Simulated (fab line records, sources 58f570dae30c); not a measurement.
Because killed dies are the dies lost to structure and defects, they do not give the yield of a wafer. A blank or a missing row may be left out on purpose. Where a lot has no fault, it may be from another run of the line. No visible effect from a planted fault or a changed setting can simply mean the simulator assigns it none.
Shared-tool check | flow berkeley cmos170 | 16 lots, 48 wafers sampled

## THE REASON FOR OPENING IT
Of 16 lots, 4 have the reading V1_OVL flagged at UCB170_V1_OVL_MEAS_13. Wafers without a fault read -1 nm, standard deviation 5.8.
Rule: a lot gets a flag if all its wafers with a number sit over 4 standard deviations from that mean, or if no wafer of it has a number. All remaining lots are regarded as sound.

lot  | measured     | on         | V1_OVL (nm), wafer by wafer | flag
L477 | day 8 10:38  | overlay-02 | 2 0 0                       |
L480 | day 9 04:03  | overlay-01 | 2 3 6                       |
L479 | day 9 05:07  | overlay-01 | 4 6 8                       |
L484 | day 10 01:10 | overlay-01 | -2 0 -2                     |
L482 | day 10 01:31 | overlay-02 | -4 -6 -8                    |
L483 | day 10 03:09 | overlay-02 | -5 -4 -14                   |
L488 | day 10 22:50 | overlay-02 | -2 4 1                      |
L487 | day 11 00:30 | overlay-02 | 0 7 -1                      |
L486 | day 11 01:56 | overlay-02 | 7 -1 2                      |
L489 | day 11 12:10 | overlay-02 | 11 8 0                      |
L490 | day 12 02:11 | overlay-02 | 173 168 174                 | FLAGGED
L491 | day 12 03:26 | overlay-02 | 169 172 168                 | FLAGGED
L493 | day 12 08:35 | overlay-02 | 171 171 183                 | FLAGGED
L492 | day 12 10:59 | overlay-02 | 162 164 174                 | FLAGGED
L495 | day 13 01:49 | overlay-01 | -2 -1 5                     |
L498 | day 13 16:36 | overlay-01 | -10 -8 -10                  |
Average over the flagged lots: 171 nm; offset from the usual +172 nm, equal to +30 standard deviations.

## WHICH TOOL EACH LOT WENT THROUGH
The record holds 1 process step before the reading, out of a route of 331 steps. Cell contents, in order: the tool; ch with the chambers the sampled wafers went through; the start.
lot  | flag    | UCB170_V1_EXPOSE_09
L477 |         | krf scanner-01 ch 0, day 8 10:08
L480 |         | krf scanner-01 ch 0, day 9 03:34
L479 |         | krf scanner-02 ch 0, day 9 04:38
L484 |         | krf scanner-01 ch 0, day 10 00:41
L482 |         | krf scanner-02 ch 0, day 10 01:00
L483 |         | krf scanner-02 ch 0, day 10 02:36
L488 |         | krf scanner-02 ch 0, day 10 22:22
L487 |         | krf scanner-02 ch 0, day 10 23:55
L486 |         | krf scanner-01 ch 0, day 11 01:25
L489 |         | krf scanner-01 ch 0, day 11 11:40
L490 | FLAGGED | krf scanner-01 ch 0, day 12 01:06
L491 | FLAGGED | krf scanner-01 ch 0, day 12 02:43
L493 | FLAGGED | krf scanner-01 ch 0, day 12 08:05
L492 | FLAGGED | krf scanner-01 ch 0, day 12 09:31
L495 |         | krf scanner-02 ch 0, day 13 01:19
L498 |         | krf scanner-02 ch 0, day 13 15:54
What these steps do:
- UCB170_V1_EXPOSE_09: exposes mask VIA1, target cd 700 nm.
- UCB170_V1_OVL_MEAS_13

## FLAGGED AGAINST TOTAL, ONE TOOL AT A TIME (gauges that did the reading follow at the end)
step                  | tool           | lots run | flagged | share of the flagged lots | sound lots run after its first flagged lot
UCB170_V1_EXPOSE_09   | krf scanner-01 | 9        | 4       | all                       | 0
UCB170_V1_EXPOSE_09   | krf scanner-02 | 7        | 0       | none                      | -
UCB170_V1_OVL_MEAS_13 | overlay-01     | 5        | 0       | none                      | -
UCB170_V1_OVL_MEAS_13 | overlay-02     | 11       | 4       | all                       | 0

## WHAT IS ALLOWED BY THE TABLE
In 2 table rows, all flagged lots were run: krf scanner-01 (UCB170_V1_EXPOSE_09), overlay-02 (UCB170_V1_OVL_MEAS_13).
- krf scanner-01 at UCB170_V1_EXPOSE_09: 4 of its 9 lots flagged. It ran its last sound lot, L489, at day 11 11:40 and its first flagged lot, L490, at day 12 01:06: a fault with its onset between the two fits.
- overlay-02 at UCB170_V1_OVL_MEAS_13: 4 of its 11 lots flagged. It ran its last sound lot, L489, at day 11 12:10 and its first flagged lot, L490, at day 12 02:11: a fault with its onset between the two fits.
These 2 tools cannot be told apart by counting lots, since each of them fits a fault that started at some hour. More lots, or a look at what each step does to the wafer, might.

## WHAT THE SIMULATOR HAD INSERTED
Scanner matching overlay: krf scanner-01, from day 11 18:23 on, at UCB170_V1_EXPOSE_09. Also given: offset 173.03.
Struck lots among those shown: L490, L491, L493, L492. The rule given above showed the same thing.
